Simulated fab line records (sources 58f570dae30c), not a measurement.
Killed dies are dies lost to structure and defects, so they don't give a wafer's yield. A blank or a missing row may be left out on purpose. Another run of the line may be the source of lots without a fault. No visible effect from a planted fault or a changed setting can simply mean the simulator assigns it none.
One fault through the eyes of 2 desks | flow berkeleyCmos170 | every desk sees just its own numbers, and what lay behind them comes last

## METROLOGY DESK
Means of the sampled wafers that have a number, per lot and without regard to the tool the lot ran on: this is what the gauges read. If a lot's mean is further than 4 standard deviations from the usual mean, the lot is out of limits and carries the mark OUT (the distance appears in the brackets).
Columns: A = NWELL_OXIDE_THK at UCB170_NWELL_THK_MEAS_02, usual 26.4 nm; B = PWELL_OXIDE_THK at UCB170_PWELL_THK_MEAS_03, usual 26.6 nm; C = PWELL_NITRIDE_THK at UCB170_PWELL_THK_MEAS_06, usual 220.5 nm; D = ACTIVE_NITRIDE_THK at UCB170_ACTIVE_THK_MEAS_06, usual 219.5 nm
lot  | first seen here | A    | B    | C     | D
L186 | day 2 06:46     | 25.8 | 26.9 | 222.6 | 221.7
L187 | day 2 06:47     | 25.6 | 26.3 | 221.6 | 219.2
L189 | day 2 17:08     | 25.7 | 26.9 | 222.6 | 218.0
L188 | day 2 17:08     | 26.5 | 27.1 | 223.3 | 219.5
L190 | day 3 01:49     | 26.4 | 26.3 | 220.3 | 177.4 (-22) OUT
L192 | day 3 12:49     | 26.2 | 26.4 | 220.6 | 174.8 (-24) OUT
L193 | day 3 17:41     | 27.2 | 26.3 | 218.1 | 176.8 (-22) OUT
L194 | day 3 23:01     | 27.2 | 27.7 | 215.3 | 178.2 (-22) OUT
L200 | day 5 05:17     | 27.9 | 27.3 | 219.2 | 220.8
L201 | day 5 11:02     | 26.5 | 26.0 | 225.9 | 219.9
L202 | day 5 11:02     | 26.5 | 26.1 | 220.8 | 217.4
L204 | day 5 21:58     | 25.9 | 27.7 | 221.2 | 219.9
L205 | day 6 06:11     | 25.8 | 25.8 | 222.2 | 219.6
L207 | day 6 19:57     | 26.6 | 26.2 | 221.1 | 222.5
L208 | day 6 19:57     | 25.1 | 26.1 | 222.6 | 221.7
L209 | day 7 02:08     | 26.1 | 26.7 | 218.9 | 217.9
This desk finds L190, L192, L193, L194 out of limits, with the earliest case on L190 at day 5 22:31 (ACTIVE_NITRIDE_THK at UCB170_ACTIVE_THK_MEAS_06). L186, L187, L189, L188, L200, L201, L202, L204, L205, L207, L208, L209 stayed within limits.

## DESK OF THE TOOL OWNER: lpcvd-02
The tool's own readings at UCB170_ACTIVE_CVD_05 (deposits Si3N4 from SiH2Cl2/NH3, target thk 220 nm, time 3300 s): means of the sampled wafers that have a number, for each lot that ran on this tool. If a lot's mean is further than 4 standard deviations from the usual mean, the lot is out of limits and carries the mark OUT (the distance appears in the brackets).
Columns: A = spikeTcSourceC at UCB170_ACTIVE_CVD_05, usual 823 C; B = zonePowerCentrePct at UCB170_ACTIVE_CVD_05, usual 40 %
lot  | first seen here | A   | B
L186 | day 5 03:41     | 829 | 37
L187 | day 5 03:41     | 829 | 37
L188 | day 5 12:17     | 823 | 44
L189 | day 5 12:17     | 823 | 45
L190 | day 5 20:36     | 822 | 44
L192 | day 6 06:03     | 823 | 44
L193 | day 6 14:52     | 823 | 44
L194 | day 6 14:52     | 823 | 44
L200 | day 7 17:45     | 828 | 37
L201 | day 8 00:41     | 829 | 37
L202 | day 8 00:41     | 830 | 37
L204 | day 8 00:41     | 829 | 37
L205 | day 8 21:12     | 829 | 37
This desk found nothing out of limits on any of the 13 lots.

## ALL TOGETHER
On L190, L192, L193, L194, the metrology desk was in a position to raise an alarm at day 5 22:31.
Nothing out of limits was seen by the tool owner's desk.
The tool owner's desk has L190, L192, L193, L194 on record, within its limits.
Of the lots named, all ran UCB170_ACTIVE_CVD_05 on lpcvd-02.

## WHAT THE SIMULATOR PUT IN
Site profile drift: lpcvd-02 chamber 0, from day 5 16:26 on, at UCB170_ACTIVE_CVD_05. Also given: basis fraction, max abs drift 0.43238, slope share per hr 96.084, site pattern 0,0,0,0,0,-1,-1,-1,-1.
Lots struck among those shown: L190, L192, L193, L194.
Time in hours between the start of the fault and the first out-of-limits reading at each desk: metrology desk, 6.
